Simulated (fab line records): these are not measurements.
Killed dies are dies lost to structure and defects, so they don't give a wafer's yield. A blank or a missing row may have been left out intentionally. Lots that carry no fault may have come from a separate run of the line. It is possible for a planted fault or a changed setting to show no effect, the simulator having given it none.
8D (eight disciplines) problem report, filled in by code || flow ritCmos || the parts of the form that need people (team, actions taken, sign-off) are left out

## 1. THE PROBLEM
Mean of spinSpeedRpm at RIT_NLDD_COAT_01: 3161.9 rpm across 6 wafers in 2 lots; on wafers with no fault it is 3250.2 rpm (standard deviation 2.1). Measured from the usual mean, that is -42 standard deviations.
The step: resist thk 1000 nm.
Earliest sighting: wafer L864.1 on lithoTrack-01 at day 6 11:05. Wafers with a number at this step in the record: 18, from 6 lots. The rule behind "out" and "out of limits": a value lying over 4 standard deviations away from the usual mean. All remaining wafers that have a number are taken as sound.

## 2. WHAT IT IS; WHAT IT IS NOT
{"question": "which readings at this step", "is": "spinSpeedRpm", "is not": "dispensePressureKPa"}
{"question": "which lots", "is": "L864, L866", "is not": "L851, L855, L862, L868"}
{"question": "which wafers of those lots", "is": "all that have a number", "is not": "-"}
{"question": "read on which tools", "is": "lithoTrack-01", "is not": "lithoTrack-02, lithoTrack-04"}
{"question": "when", "is": "from day 6 11:05", "is not": "up to then (9 sound wafers); but 3 sound wafers of L868 came after"}

## 3. WHAT RULES OUT EACH SUSPECT
Counting: a tool at any process step up to the reading remains a suspect when it ran all the lots that are out and ran no sound lot after the first of those.
- rieSi-02 at RIT_GATE_ETCH_19 (etches poly-Si in SF6/CHF3/O2, stops on SiO2, time 165 s, target depth 312.5 nm): ruled out as a lasting fault. After its first lot that is out, L864 (day 6 06:53), sound lots L868 ran on it.
- plasmaAsher-04 at RIT_GATE_STRIP_20 (strips in O2, time 180 s): kept. It ran every lot that is out, first L864 (day 6 07:00), and no sound lot after that.
- lithoTrack-01 at RIT_NLDD_COAT_01 (resist thk 1000 nm): kept. All lots that are out passed through it, beginning with L864 at day 6 11:05, and no sound lot followed; its final sound lot before that point was L855 at day 4 13:23. Out on those wafers are its own readings of spinSpeedRpm.
Left after counting: plasmaAsher-04 at RIT_GATE_STRIP_20, lithoTrack-01 at RIT_NLDD_COAT_01.

## 4. THE CAUSE (what the simulator had put in)
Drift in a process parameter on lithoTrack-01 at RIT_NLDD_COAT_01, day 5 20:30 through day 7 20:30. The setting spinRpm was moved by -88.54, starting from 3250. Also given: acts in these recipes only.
Of the 2 suspects that counting leaves, this tool is one.

## 5. THE CHAIN OF EFFECTS, in route order
One row per reading whose mean, taken over the struck wafers that have a number, lies over 3 standard deviations from the usual. Readings are gone through only where the record gives a usual standard deviation; hours: the median, over the lots, of the time from a lot's start at the first step in this table giving one to that lot's start at this step; sigmas: the change measured in usual standard deviations.
{"hours": 0, "step": "RIT_NLDD_COAT_01", "reading": "spinSpeedRpm", "usual": "3250.2 rpm", "on struck wafers": 3161.9, "change": -88.3, "sigmas": -42}
The process steps in it:
- RIT_NLDD_COAT_01: resist thk 1000 nm.
At these later measuring or inspecting steps, every struck wafer for which the step has a row has a number for every such reading, and none has moved that far: RIT_NLDD_OVL_MEAS_06.

## 6. WHAT WOULD HAVE CAUGHT IT SOONER
First out-of-limits reading in this record: day 6 11:05, which is 15 hours after fault onset at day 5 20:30.
